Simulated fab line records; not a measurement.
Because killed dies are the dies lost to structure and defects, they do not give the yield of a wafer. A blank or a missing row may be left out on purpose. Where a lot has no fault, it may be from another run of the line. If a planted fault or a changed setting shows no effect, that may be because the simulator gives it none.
fab line records ; flow ritCmos
record: lots: 13; wafers: 39; lastDay: 7
route steps=202 shown GATE@95
lots untouched by any fault: they come from a run of this same line in which no faults occurred
startH: hours from the record's first day to the start of the lot's first wafer shown ; waitH: time in hours since the lot's previous step ; " same as the row above ; L1.1+2: a single row standing in for several wafers ; - no value present, or no start provided ; * or withheld: withheld ; < > ~ a bound
route shown NAME@n: names a module that has steps shown in the file, with the first one's number in the route ; usual: the fault-free wafers' mean and standard deviation ; same: alike in all rows ; chamber/n: place in a boat ; sites: per-site readings ; _std_site: the values' standard deviation ; _edge_site: the outer-site mean with the inner-site mean subtracted ; radiusMm: how far each site lies from the wafer's centre ; mask NAME#n: copy n ; behind: the last tool/chamber to shape the wafer ; hold: reason for holding the lot/hours on hold/outcome of the hold ; device: whichever transistor did not switch (one of n, p or np) ; end of line: tests run on the same wafers once the route is complete ; where a step has no rows: the recipe by itself ; killed: the dies lost at the first sort to structure and to defects; this is not the yield of the wafer ; map: a wafer's dies, x killed, . not, _ none there
set.NAME: the run value of the setting; set.NAME@STEP: its run value at that earlier step ; model.NAME: the simulator's own value behind a step, which no gauge read
route steps across a sampled set of lots; one table per step, one row per wafer
services: the hour from which a tool's chamber was out of use, counted from the record's first day as startH (under 0 if before that day), plus the number of hours and why
== steps ==
step: RIT_GATE_ETCH_19
recipe: chemistry: SF6/CHF3/O2; timeS: 165; SF6_flow_sccm: 30; CHF3_flow_sccm: 30; O2_flow_sccm: 5; target: poly-Si; pressureMtorr: 40; rfW: 160; targetDepthA: 3125; overEtchFrac: 0.25; stopOn: SiO2
usual: O2_flow_sccm: 5.000/0.016; drypumpMotorCurrentA: 5.7/0.42; oesProductAu: 0.850/0.013; runLengthS: 193.2/0.44; throttleValvePct: 10.26/0.16
same: overEtchFrac: 0.25
lot.wafer;tool;chamber;startH;waitH;O2_flow_sccm;drypumpMotorCurrentA;oesProductAu;rfHoursCounterH;runLengthS;throttleValvePct
L424.1;rieSi-02;2;44.21;0.1;4.990;5.4;0.850;108;192.7;10.21
L424.4;rieSi-02;0;44.21;0.1;5.000;5.0;0.846;3;194.6;10.08
L424.6;rieSi-02;2;44.21;0.1;5.006;5.4;0.857;-;192.7;10.20
L425.1;rieSi-01;1;47.04;0.1;4.960;5.8;0.867;57;193.1;10.21
L425.4;rieSi-01;0;47.04;0.1;5.015;6.5;0.849;65;193.4;9.99
L425.6;rieSi-01;2;47.04;0.1;4.995;5.7;0.863;-;193.1;10.42
L426.1;rieSi-02;3;53.22;0.1;5.010;5.1;0.833;38;193.4;10.48
L426.4;rieSi-02;0;53.22;0.1;5.029;5.1;0.826;3;194.5;10.09
L426.6;rieSi-02;2;53.22;0.1;5.007;5.4;0.845;-;192.7;10.21
L427.2;rieSi-01;2;57.33;0.1;5.029;5.7;0.868;107;192.7;10.41
L427.3;rieSi-01;0;57.33;0.1;4.999;6.5;0.844;65;193.7;9.99
L427.4;rieSi-01;1;57.33;0.1;4.999;5.9;0.867;57;193.5;10.21
L429.1;rieSi-01;0;68.39;0.1;4.960;6.5;0.846;65;193.4;9.99
L429.2;rieSi-01;2;68.39;0.1;5.026;5.7;0.878;108;192.8;10.41
L429.3;rieSi-01;3;68.39;0.1;4.999;5.8;0.860;62;193.3;10.26
L430.2;rieSi-02;2;77.32;0.1;5.007;5.4;0.845;109;192.7;10.19
L430.3;rieSi-02;3;77.32;0.1;5.040;5.1;0.846;38;193.1;10.49
L430.4;rieSi-02;1;77.32;0.1;4.989;5.7;0.832;147;193.8;10.41
L432.3;rieSi-02;0;84.25;0.1;4.994;5.0;1.024;3;152.9;10.09
L432.4;rieSi-02;2;84.25;0.1;5.022;5.4;0.843;109;192.8;10.20
L432.6;rieSi-02;3;84.25;0.1;5.011;5.1;0.852;-;193.1;10.49
L437.1;rieSi-01;1;108.32;0.1;4.999;5.9;0.860;58;192.9;10.21
L437.2;rieSi-01;3;108.32;0.1;4.984;5.8;0.835;62;193.3;10.25
L437.3;rieSi-01;0;108.32;0.1;5.021;6.5;0.858;66;193.6;9.98
L439.1;rieSi-01;1;116.32;0.1;5.001;5.8;0.868;58;192.9;10.23
L439.2;rieSi-01;0;116.32;0.1;4.982;6.5;0.857;66;193.3;9.99
L439.4;rieSi-01;3;116.32;0.1;5.017;5.8;0.850;62;193.3;10.28
L441.1;rieSi-01;3;126.85;0.1;5.041;5.8;0.847;62;192.9;10.25
L441.3;rieSi-01;2;126.85;0.1;4.991;5.7;0.875;108;192.9;10.41
L441.4;rieSi-01;1;126.85;0.1;4.998;5.8;0.876;58;193.0;10.22
L443.2;rieSi-01;2;137.75;0.1;4.981;5.7;0.877;108;192.9;10.41
L443.5;rieSi-01;0;137.75;0.1;5.000;6.5;0.852;-;193.5;9.99
L443.6;rieSi-01;1;137.75;0.1;5.006;5.8;0.872;-;193.1;10.23
L445.1;rieSi-01;2;149.22;0.1;4.992;5.7;0.877;108;192.9;10.41
L445.5;rieSi-01;3;149.22;0.1;4.999;5.8;0.830;-;193.3;10.26
L445.6;rieSi-01;0;149.22;0.1;5.005;6.5;0.840;-;193.4;9.98
L446.2;rieSi-02;3;153.50;0.1;4.967;5.1;0.850;39;193.2;10.49
L446.3;rieSi-02;2;153.50;0.1;5.015;5.4;0.851;110;193.5;10.19
L446.4;rieSi-02;3;153.50;0.1;4.998;5.1;0.861;-;193.1;10.48
== services ==
tool;chamber;startH;hours;kind
rieSi-02;3;54.97;1.6;repair
rieSi-02;1;146.04;6.4;repair
rieSi-02;1;152.42;-;clean
== key ==
firstSign: step: RIT_GATE_ETCH_19; reading: runLengthS; direction: down; sigmas: 93; usual: *; struck: *
effect: step: RIT_GATE_ETCH_19; reading: oesProductAu; direction: up; sigmas: 13; usual: 0.850; struck: 1.024
metAt RIT_GATE_ETCH_19
struckLots L432
struckWafers L432.3
laterRowsLeftOut L432.3
sortLeftOut L432.3
testerLeftOut L432
onsetBetween 53.22 84.25
fault: kind: processParameterDrift; tool: rieSi-02; chamber: 0; onsetH: 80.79; steps: RIT_GATE_ETCH_19; channel: timeS; offset: *; shape: step; endH: 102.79; stated: *
testerLeftOut: of these lots the tester's yield and bins aren't shown, on N5 and GAA mostly nor the transistor test; their killed dies are dies lost to structure and defects alone, not to doping, threshold or leakage, so they don't give the yield
sortLeftOut: the simulated sort isn't trusted on such a fault, so these wafers' sort isn't shown, and their yield isn't known
laterRowsLeftOut: the simulator's readings of these wafers behind a module that went badly wrong aren't trusted and aren't shown, but for the sort
